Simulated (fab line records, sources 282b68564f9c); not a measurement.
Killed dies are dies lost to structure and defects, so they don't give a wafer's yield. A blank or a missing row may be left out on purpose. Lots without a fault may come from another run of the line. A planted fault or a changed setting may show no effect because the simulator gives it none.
Problem report in the 8D (eight disciplines) form, filled by code | flow rit_cmos | the parts of the form that need people (team, actions taken, sign-off) are left out

1. THE PROBLEM
run_length_s at RIT_FOX2_CLEAN_02 reads a mean of 386 s on 3 wafers of 1 lot; wafers without a fault read 208 s with a standard deviation of 3.1. That is +57 standard deviations from the usual mean.
The step: cleans in dHF, time 180 s.
First seen on wafer L828.2, day 3 00:28, on wet_bench-04. The record holds 39 wafers of 13 lots with a number at this step. Rule for "out", or "out of limits": more than 4 standard deviations from the usual mean. The other wafers with a number count as sound.

2. WHAT IT IS AND WHAT IT IS NOT
question                    | is                     | is not
which readings at this step | run_length_s           | -
which lots                  | L828                   | L822, L823, L824, L825, L829, L838, L840, L841, L842, L843, L844, L845
which wafers of those lots  | all that have a number | -
read on which tools         | wet_bench-04           | wet_bench-01, wet_bench-03
when                        | from day 3 00:28       | up to then (12 sound wafers); but 24 sound wafers of L829, L838, L840, L841, L842, L843, L844, L845 came after

3. SUSPECTS, AND WHAT RULES EACH OUT
Counting: a tool at a process step up to the reading stays a suspect if it ran every lot that is out and no sound lot after the first of them.
- wet_bench-04 at RIT_FOX2_CLEAN_02 (cleans in dHF, time 180 s): ruled out as a lasting fault. Sound lots L841, L842, L843 ran on it after its first lot that is out, L828 (day 3 00:28).
Left after counting: nothing in the record.

4. THE CAUSE (what the simulator had put in)
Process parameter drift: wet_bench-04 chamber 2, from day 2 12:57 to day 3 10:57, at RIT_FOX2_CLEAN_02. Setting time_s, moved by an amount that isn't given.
Counting ruled it out, wrongly.

5. THE CHAIN OF EFFECTS, in route order
Each row: a reading whose mean over the struck wafers that have a number lies more than 3 standard deviations from the usual. Only readings for which the record gives a usual standard deviation are gone through. hours: the time from each lot's start at the first step in this table that gives one to its start at this step, as a median over the lots. sigmas: the change in usual standard deviations.
hours | step              | reading      | usual | on struck wafers | change | sigmas
0     | RIT_FOX2_CLEAN_02 | run_length_s | 208 s | 386              | +178   | +57
The process steps in it:
- RIT_FOX2_CLEAN_02: cleans in dHF, time 180 s.
Later measuring or inspecting steps at which every struck wafer that the step has a row for has a number for every such reading, and none has moved that far: RIT_SDANNEAL_RS_MEAS_04.

6. WHAT WOULD HAVE CAUGHT IT SOONER
In this record the first reading out of limits was taken at day 3 00:28, 12 hours after the fault began at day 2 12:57.
